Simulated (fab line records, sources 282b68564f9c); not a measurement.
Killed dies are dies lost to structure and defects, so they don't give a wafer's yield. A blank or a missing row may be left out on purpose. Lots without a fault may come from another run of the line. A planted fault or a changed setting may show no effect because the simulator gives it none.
A struck lot beside a sound one | flow rit_cmos | 34 steps out of a route of 202
Sound: wafers L320.2, L320.3, L320.6. Struck: wafers L309.2, L309.3, L309.6. The cause comes at the end.
At each step with rows: each side's tool, then ch and its chambers, then its first start. Under that, the readings that differ: sound wafers | struck wafers | difference of the means | sigmas: that difference in standard deviations of wafers without a fault.
alike: readings whose means differ by less than 2 such deviations, and words and numbers that are the same on both sides. not compared: withheld readings, readings that some wafer has no value for, bounds like >300 that may hide the same value, and numbers for which the record gives no deviation and whose values overlap.
The two part at a step that has a row with sigmas, a row that says differs or no value, or rows on one side only. Numbers that don't overlap but have no deviation are shown without sigmas and don't part them. A reading that every wafer of one side lacks parts them only if that side has two wafers or more.

first, 2 steps without rows for these wafers: RIT_SPACER_CLEAN_02 (cleans in SC2, time 600 s); RIT_SPACER_CVD_03 (deposits Si3N4 from SiH2Cl2/NH3, target thk 250 nm, time 3300 s).
RIT_SPACER_THK_MEAS_04:
  sound on film_metro-04, day 7 13:48; struck on film_metro-02, day 5 04:28
  alike: SPACER_NITRIDE_THK
RIT_SPACER_ETCHBACK_05: etches Si3N4 in SF6/CHF3, stops on SiO2, target depth 250 nm, time 230.9 s.
  sound on rie_diel-01 ch 0,2,3, day 7 13:51; struck on rie_diel-01 ch 0,2,3, day 5 04:31
  alike: chamber_pressure_mTorr, drypump_motor_current_A, oes_product_au, throttle_valve_pct
  not compared: rf_hours_counter_h
then, 6 steps without rows for these wafers: RIT_NSD_HMDS_00 (prime time 60 s); RIT_NSD_COAT_01 (resist thk 1000 nm); RIT_NSD_SOFTBAKE_02 (time 60 s); RIT_NSD_EXPOSE_03 (exposes mask M9, target cd 40700 nm); RIT_NSD_PEB_04; RIT_NSD_DEVELOP_05 (develop time 50 s).
RIT_NSD_OVL_MEAS_06:
  sound on overlay-02, day 7 14:59; struck on overlay-01, day 5 05:35
  alike: NSD_OVL
then, 1 step without rows for these wafers: RIT_NSD_HARDBAKE_07 (time 60 s).
RIT_NSD_IMPLANT_08:
  sound on implanter-01 ch 0, day 7 15:11; struck on implanter-04 ch 0, day 5 05:47
  reading                   | sound                | struck               | difference | sigmas
  beam_energy_keV           | 24.996 25.005 25.003 | 21.569 21.552 21.557 | -3.442     | -99 or more
  model.implant.rp_nm (nm)  | 31.78 31.78 31.78    | 30.03 30.03 30.03    | -1.75      |
  model.implant.drp_nm (nm) | 14.84 14.84 14.84    | 13.57 13.57 13.57    | -1.27      |
  alike: beam_on_s
RIT_NSD_STRIP_09: strips in O2, time 180 s.
  sound on plasma_asher-04 ch 0,1, day 7 15:19; struck on plasma_asher-01 ch 0,1, day 5 05:55
  alike: chamber_pressure_mTorr, drypump_motor_current_A
  not compared: rf_hours_counter_h
RIT_NSD_TW_MEAS_10:
  sound on film_metro-03, day 7 15:29; struck on film_metro-04, day 5 06:06
  reading | sound          | struck         | difference | sigmas
  NSD_TW  | 3105 3117 3103 | 2974 2989 2976 | -129       | -8
then, 6 steps without rows for these wafers: RIT_PSD_HMDS_00 (prime time 60 s); RIT_PSD_COAT_01 (resist thk 1000 nm); RIT_PSD_SOFTBAKE_02 (time 60 s); RIT_PSD_EXPOSE_03 (exposes mask M10, target cd 40900 nm); RIT_PSD_PEB_04; RIT_PSD_DEVELOP_05 (develop time 50 s).
RIT_PSD_OVL_MEAS_06:
  sound on overlay-02, day 7 16:24; struck on overlay-01, day 5 07:00
  alike: PSD_OVL
then, 2 steps without rows for these wafers: RIT_PSD_HARDBAKE_07 (time 60 s); RIT_PSD_IMPLANT_08.
RIT_PSD_STRIP_09: strips in O2, time 180 s.
  sound on plasma_asher-02 ch 0,1, day 7 16:44; struck on plasma_asher-02 ch 0,1, day 5 07:20
  alike: chamber_pressure_mTorr, drypump_motor_current_A
  not compared: rf_hours_counter_h
RIT_PSD_TW_MEAS_10:
  sound on film_metro-03, day 7 16:55; struck on film_metro-03, day 5 07:31
  alike: PSD_TW
then, 3 steps without rows for these wafers: RIT_SDANNEAL_CLEAN_00 (cleans in SC1, time 600 s); RIT_SDANNEAL_CLEAN_01 (cleans in dHF, time 30 s); RIT_SDANNEAL_CLEAN_02 (cleans in SC2, time 600 s).
RIT_SDANNEAL_RTA_03: time 5 s.
  sound on rtp_anneal-01 ch 0, day 7 17:23; struck on rtp_anneal-02 ch 0, day 5 07:58
  alike: wafer_temp_C_max
RIT_SDANNEAL_RS_MEAS_04: measures by four-point-probe.
  sound on film_metro-02, day 7 17:30; struck on film_metro-02, day 5 08:02
  alike: PSD_RS
RIT_SDANNEAL_RS_MEAS_05: measures by four-point-probe.
  sound on film_metro-02, day 7 17:37; struck on film_metro-02, day 5 08:09
  reading         | sound          | struck         | difference | sigmas
  NSD_RS (ohm/sq) | 84.7 84.7 84.5 | 86.0 85.9 86.1 | +1.4       | +4
RIT_SDANNEAL_RS_MEAS_06: measures by four-point-probe.
  sound on film_metro-02, day 7 17:44; struck on film_metro-02, day 5 08:16
  alike: PLDD_RS
RIT_M1_PROBE_99:
  sound on prober-02, day 8 01:02; struck on prober-01, day 5 15:47
  reading                              | sound            | struck            | difference | sigmas
  model.etest.contact_nplus.end_ohm_um | 40.9 40.83 39.56 | 42.26 42.24 43.11 | +2.11      |
  alike: killed_at_front_end, killed_dies, killed_open, killed_short
  not compared: model.etest.nmos_0p15.junction_log10_a_um

WHERE THEY PART
First at RIT_NSD_IMPLANT_08; last, within this record, at RIT_SDANNEAL_RS_MEAS_05. Later steps at which nothing parts them and some readings are alike: RIT_SDANNEAL_RS_MEAS_06, RIT_M1_PROBE_99.

WHY: what the simulator had put in
Process parameter drift: implanter-04, from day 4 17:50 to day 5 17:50, at RIT_NSD_IMPLANT_08. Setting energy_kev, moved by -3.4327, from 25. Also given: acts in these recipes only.
